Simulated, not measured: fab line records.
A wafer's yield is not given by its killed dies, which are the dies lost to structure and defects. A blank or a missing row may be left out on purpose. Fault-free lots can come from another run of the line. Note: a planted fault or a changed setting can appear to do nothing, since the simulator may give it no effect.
Which tool is to blame? | flow berkeley-cmos170 | 6 lots, 18 wafers sampled, at 4 steps of a route of 331

== WHAT THE GAUGES READ, wafer by wafer ==
UCB170_PLDD_CD_MEAS_06: the cd target is 1200 nm.
lot  | measured     | on        | cd-nm (nm)
L812 | day 7 16:43  | cd-sem-01 | 1200.9 1199.1 1200.6
L818 | day 9 09:47  | cd-sem-02 | 1201.0 1200.7 1200.4
L821 | day 10 00:52 | cd-sem-01 | 1201.2 1201.8 1203.3
L825 | day 10 21:46 | cd-sem-02 | 1198.0 1199.3 1198.0
L829 | day 11 22:22 | cd-sem-02 | 1201.2 1200.2 1201.0
L832 | day 11 22:58 | cd-sem-02 | 1201.3 1199.7 1200.1

== WHAT TOOL EACH LOT RAN ON (gives the tool, then ch and the chambers of the sampled wafers, and finally the start) ==
lot  | UCB170_PFIELD_STRIP_08              | UCB170_NVT_STRIP_08                  | UCB170_GATE_ETCH_15
L812 | plasma-asher-02 ch 0,1, day 4 23:07 | plasma-asher-04 ch 0,1, day 6 18:49  | rie-si-02 ch 0,2,3, day 7 14:58
L818 | plasma-asher-04 ch 0,1, day 6 19:38 | plasma-asher-02 ch 0,1, day 8 11:01  | rie-si-01 ch 0,1,3, day 9 08:02
L821 | plasma-asher-02 ch 0,1, day 7 12:00 | plasma-asher-02 ch 0, day 9 05:50    | rie-si-01 ch 0,1,3, day 9 23:24
L825 | plasma-asher-04 ch 0,1, day 8 09:14 | plasma-asher-03 ch 0,1, day 9 22:42  | rie-si-01 ch 0,2,3, day 10 19:58
L829 | plasma-asher-04 ch 0,1, day 9 13:31 | plasma-asher-04 ch 1, day 11 00:25   | rie-si-02 ch 0,3, day 11 19:57
L832 | plasma-asher-01 ch 0,1, day 9 13:50 | plasma-asher-04 ch 0,1, day 11 00:45 | rie-si-02 ch 0,1,3, day 11 20:26
- UCB170_PFIELD_STRIP_08: strips in O2.
- UCB170_NVT_STRIP_08: strips in O2.
- UCB170_GATE_ETCH_15: etches poly-Si in HBr/Cl2, stops on SiO2, time 56.3 s, target depth 278.2 nm.

== THE ANSWER, worked out from the rows above alone ==
Rule: the usual values come from the lots themselves. The widest of any qualifying gaps counts: lots, ordered by their means at a reading, are off when they make up no more than a third of the lots, leave a main group of 4 or more, and stand apart from it by 3 or more times the standard deviation of that group's means. A main group is skipped when, at the precision printed for the reading in the tables above, its means are all equal. A lot without any number at a reading at which 4 lots or more have one is off too. Any other lot the step has rows for is counted as sound.
No lot is off on any of the readings shown, so nothing can be concluded from this.

== WHAT THE SIMULATOR HAD INSERTED ==
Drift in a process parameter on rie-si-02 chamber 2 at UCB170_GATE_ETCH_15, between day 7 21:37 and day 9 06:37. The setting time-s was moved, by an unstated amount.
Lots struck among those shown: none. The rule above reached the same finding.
